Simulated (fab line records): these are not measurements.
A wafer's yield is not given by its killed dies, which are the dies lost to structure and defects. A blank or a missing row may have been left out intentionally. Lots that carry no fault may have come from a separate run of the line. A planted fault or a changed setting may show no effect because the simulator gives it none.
2 desks, one fault || flow berkeley cmos170 || every desk sees just its own numbers, and what lay behind them comes last

THE METROLOGY DESK
Lot by lot, what the gauges showed, no matter which tool ran the lot: averages of those sampled wafers that carry a number. If a lot's mean is further than 4 standard deviations from the usual mean, the lot is out of limits and carries the mark OUT (the distance appears in the brackets).
Columns: A = NLDD_TW at UCB170_NLDD_TW_MEAS_11, usual 2215; B = cd nm at UCB170_PSD_CD_MEAS_06, usual 1200.4 nm; C = V2_OVL at UCB170_V2_OVL_MEAS_13, usual -3 nm
{"lot": "L503", "first seen here": "day 6 17:49", "A": 2221, "B": 1201.1, "C": -9}
{"lot": "L506", "first seen here": "day 7 16:20", "A": 2190, "B": 1200.4, "C": 1}
{"lot": "L504", "first seen here": "day 7 16:26", "A": 2188, "B": 1200.6, "C": -1}
{"lot": "L508", "first seen here": "day 8 00:18", "A": 2228, "B": 1201.1, "C": -3}
{"lot": "L510", "first seen here": "day 8 12:02", "A": 2200, "B": 1201.1, "C": -5}
{"lot": "L509", "first seen here": "day 8 12:09", "A": 2225, "B": 1199.5, "C": 1}
{"lot": "L513", "first seen here": "day 9 06:38", "A": 2207, "B": 1201.1, "C": 4}
{"lot": "L511", "first seen here": "day 9 06:54", "A": 2192, "B": 1198.7, "C": -6}
{"lot": "L515", "first seen here": "day 10 04:43", "A": 2215, "B": 1201.1, "C": -2}
{"lot": "L519", "first seen here": "day 10 08:03", "A": 2222, "B": 1200.2, "C": 6}
{"lot": "L522", "first seen here": "day 10 18:58", "A": 2220, "B": 1203.0, "C": -7}
{"lot": "L523", "first seen here": "day 11 07:30", "A": 2208, "B": 1198.6, "C": -3}
{"lot": "L524", "first seen here": "day 11 08:21", "A": 2207, "B": 1200.6, "C": 5}
{"lot": "L526", "first seen here": "day 12 00:10", "A": 2213, "B": 1202.6, "C": -12}
Finding of this desk: none of the 14 lots has anything out of limits.

AT THE TOOL OWNER'S DESK: lpcvd-02
The tool's own readings at UCB170_ACTIVE_CVD_05 (deposits Si3N4 from SiH2Cl2/NH3, target thk 220 nm, time 3300 s): means of the sampled wafers that have a number, for each lot that ran on this tool. If a lot's mean is further than 4 standard deviations from the usual mean, the lot is out of limits and carries the mark OUT (the distance appears in the brackets).
Columns: A = pressure mtorr at UCB170_ACTIVE_CVD_05, usual 200.0 mTorr; B = spike tc centre C at UCB170_ACTIVE_CVD_05, usual 802.5 C; C = zone power source pct at UCB170_ACTIVE_CVD_05, usual 21.1 %
{"lot": "L506", "first seen here": "day 5 05:48", "A": 200.2, "B": 801.7, "C": 22.1}
{"lot": "L508", "first seen here": "day 5 12:59", "A": 199.3, "B": 802.4, "C": 22.6}
{"lot": "L509", "first seen here": "day 5 21:28", "A": 200.4, "B": 801.2, "C": 22.1}
{"lot": "L510", "first seen here": "day 5 21:28", "A": 199.5, "B": 803.4, "C": 22.1}
{"lot": "L511", "first seen here": "day 6 07:34", "A": 199.8, "B": 801.6, "C": 22.0}
{"lot": "L513", "first seen here": "day 6 07:34", "A": 199.5, "B": 802.0, "C": 21.8}
{"lot": "L522", "first seen here": "day 8 07:53", "A": 200.3, "B": 802.5, "C": 22.2}
{"lot": "L523", "first seen here": "day 8 19:55", "A": 200.2, "B": 802.5, "C": 21.8}
{"lot": "L524", "first seen here": "day 9 03:30", "A": 199.9, "B": 801.4, "C": 21.8}
Finding of this desk: none of the 9 lots has anything out of limits.

BROUGHT TOGETHER
From the metrology desk's view, nothing was out of limits.
The desk of the tool owner found nothing out of limits.

WHAT THE SIMULATOR HAD PUT IN
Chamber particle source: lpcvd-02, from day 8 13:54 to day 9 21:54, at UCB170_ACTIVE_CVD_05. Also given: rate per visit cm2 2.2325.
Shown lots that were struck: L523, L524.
